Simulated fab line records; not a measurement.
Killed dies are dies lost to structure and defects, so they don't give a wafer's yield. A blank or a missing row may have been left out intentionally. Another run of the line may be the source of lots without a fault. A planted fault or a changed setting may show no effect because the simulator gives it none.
The tool behind it: which one? || flow rit cmos || 7 lots with 21 wafers sampled at 2 steps, on a route of 202 steps

## WHAT THE GAUGES SHOWED, per wafer
RIT_SDANNEAL_RS_MEAS_04: measures by four-point-probe.
{"lot": "L407", "measured": "day 4 01:00", "on": "film metro-03", "PSD_RS (ohm/sq)": "116.3 116.3 116.2"}
{"lot": "L411", "measured": "day 5 00:09", "on": "film metro-03", "PSD_RS (ohm/sq)": "115.7 116.4 116.1"}
{"lot": "L413", "measured": "day 5 10:06", "on": "film metro-03", "PSD_RS (ohm/sq)": "116.4 116.6 116.4"}
{"lot": "L414", "measured": "day 5 18:54", "on": "film metro-01", "PSD_RS (ohm/sq)": "116.2 116.6 116.3"}
{"lot": "L419", "measured": "day 6 14:43", "on": "film metro-03", "PSD_RS (ohm/sq)": "129.8 130.1 129.9 129.8 129.8 130.1"}
{"lot": "L422", "measured": "day 7 06:06", "on": "film metro-01", "PSD_RS (ohm/sq)": "115.8 115.7 116.3"}
{"lot": "L426", "measured": "day 8 02:04", "on": "film metro-02", "PSD_RS (ohm/sq)": "115.9 116.2 116.4"}

## WHAT TOOL EACH LOT RAN ON (gives the tool, then ch and the chambers of the sampled wafers, and finally the start)
{"lot": "L407", "RIT_SDANNEAL_RTA_03": "rtp anneal-01 ch 0, day 4 00:56"}
{"lot": "L411", "RIT_SDANNEAL_RTA_03": "rtp anneal-01 ch 0, day 5 00:05"}
{"lot": "L413", "RIT_SDANNEAL_RTA_03": "rtp anneal-01 ch 0, day 5 10:03"}
{"lot": "L414", "RIT_SDANNEAL_RTA_03": "rtp anneal-01 ch 0, day 5 18:49"}
{"lot": "L419", "RIT_SDANNEAL_RTA_03": "rtp anneal-01 ch 0, day 6 14:39"}
{"lot": "L422", "RIT_SDANNEAL_RTA_03": "rtp anneal-02 ch 0, day 7 06:02"}
{"lot": "L426", "RIT_SDANNEAL_RTA_03": "rtp anneal-02 ch 0, day 8 02:01"}
- RIT_SDANNEAL_RTA_03: time 5 s.

## THE ANSWER, worked out from the rows above alone
Rule: the usual values come from the lots themselves. The widest of any qualifying gaps counts: lots, ordered by their means at a reading, are off when they make up no more than a third of the lots, leave a main group of 4 or more, and stand apart from it by 3 or more times the standard deviation of that group's means. A main group whose means are all the same, to the digits that the tables above print for the reading, isn't used. Also off: a lot with no number at a reading for which 4 or more lots have one. The other lots that the step has rows for count as sound.
Off: at RIT_SDANNEAL_RS_MEAS_04 (PSD_RS), L419. For the main group the mean is 116.2 ohm/sq and the standard deviation 0.18.
A tool fits if, at a process step before that reading, it ran every lot that is off, and no sound lot after the first of them. The gauges at RIT_SDANNEAL_RS_MEAS_04 are tried like those tools. Undecided on this evidence; 2 tools fit (rtp anneal-01 at RIT_SDANNEAL_RTA_03, film metro-03 at RIT_SDANNEAL_RS_MEAS_04).

## WHAT THE SIMULATOR HAD INSERTED
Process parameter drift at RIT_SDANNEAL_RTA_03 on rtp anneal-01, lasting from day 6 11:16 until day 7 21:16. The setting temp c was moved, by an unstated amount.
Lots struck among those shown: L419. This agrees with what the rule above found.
